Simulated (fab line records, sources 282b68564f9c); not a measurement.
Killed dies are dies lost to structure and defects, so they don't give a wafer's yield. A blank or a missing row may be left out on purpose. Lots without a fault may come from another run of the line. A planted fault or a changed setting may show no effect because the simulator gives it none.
Which tool did it? | flow rit_cmos | 14 lots, 42 wafers sampled, at 1 step of a route of 202

WHAT THE GAUGES READ, wafer by wafer
The record holds no reading of a measuring or inspecting step that can be judged against a usual standard deviation.

WHICH TOOL RAN EACH LOT (tool, then ch and the chambers of the sampled wafers, then the start)
lot  | RIT_PLDD_DEVELOP_05
L134 | litho_track-04 ch 0, day 2 19:00
L135 | litho_track-03 ch 0, day 2 23:00
L136 | litho_track-02 ch 0, day 3 04:00
L137 | litho_track-03 ch 0, day 3 10:00
L138 | litho_track-04 ch 0, day 3 18:00
L139 | litho_track-02 ch 0, day 3 19:00
L143 | litho_track-04 ch 0, day 4 16:00
L146 | litho_track-04 ch 0, day 5 05:00
L147 | litho_track-04, day 5 12:00
L148 | litho_track-03, day 5 16:00
L149 | litho_track-02 ch 0, day 5 22:00
L151 | litho_track-03 ch 0, day 6 11:00
L156 | litho_track-02 ch 0, day 7 11:00
L157 | litho_track-02 ch 0, day 7 16:00
- RIT_PLDD_DEVELOP_05: develop time 50 s.

WHAT THE TOOLS THEMSELVES READ (means of the sampled wafers that have a number; where no wafer has one, the mark that the record gives instead)
RIT_PLDD_DEVELOP_05.
lot  | tool           | chill_plate_temp_C (C)
L134 | litho_track-04 | 22.85
L135 | litho_track-03 | 22.92
L136 | litho_track-02 | 23.01
L137 | litho_track-03 | 23.07
L138 | litho_track-04 | 23.07
L139 | litho_track-02 | 23.02
L143 | litho_track-04 | 22.88
L146 | litho_track-04 | 23.04
L147 | litho_track-04 | -
L148 | litho_track-03 | -
L149 | litho_track-02 | 22.99
L151 | litho_track-03 | 23.12
L156 | litho_track-02 | 23.00
L157 | litho_track-02 | 23.01

THE ANSWER, worked out from the rows above alone
Rule: what is usual is taken from the lots themselves. Put in order of their means at a reading, lots are off if they are a third of the lots or fewer, leave a main group of 4 or more, and stand apart from it by a gap of 3 or more times the standard deviation of the main group's means; of several such gaps the widest counts. A main group whose means are all the same, to the digits that the tables above print for the reading, isn't used. A lot without any number at a reading at which 4 lots or more have one is off too. The other lots that the step has rows for count as sound. The gauges are gone through in route order, then the tools' own readings, and for those a lot's mean is taken as printed above. The first step at which some lot is off is used, and at that step the reading that is off furthest; a lot without a number counts as furthest.
Off: L147, L148, at RIT_PLDD_DEVELOP_05 (chill_plate_temp_C). Without a number there: L147, L148. The main group: mean 23.00 C, standard deviation 0.076.
A tool fits if, at that step or a process step before it, it ran every lot that is off, and no sound lot after the first of them. None of those tried fits.

WHAT THE SIMULATOR HAD PUT IN
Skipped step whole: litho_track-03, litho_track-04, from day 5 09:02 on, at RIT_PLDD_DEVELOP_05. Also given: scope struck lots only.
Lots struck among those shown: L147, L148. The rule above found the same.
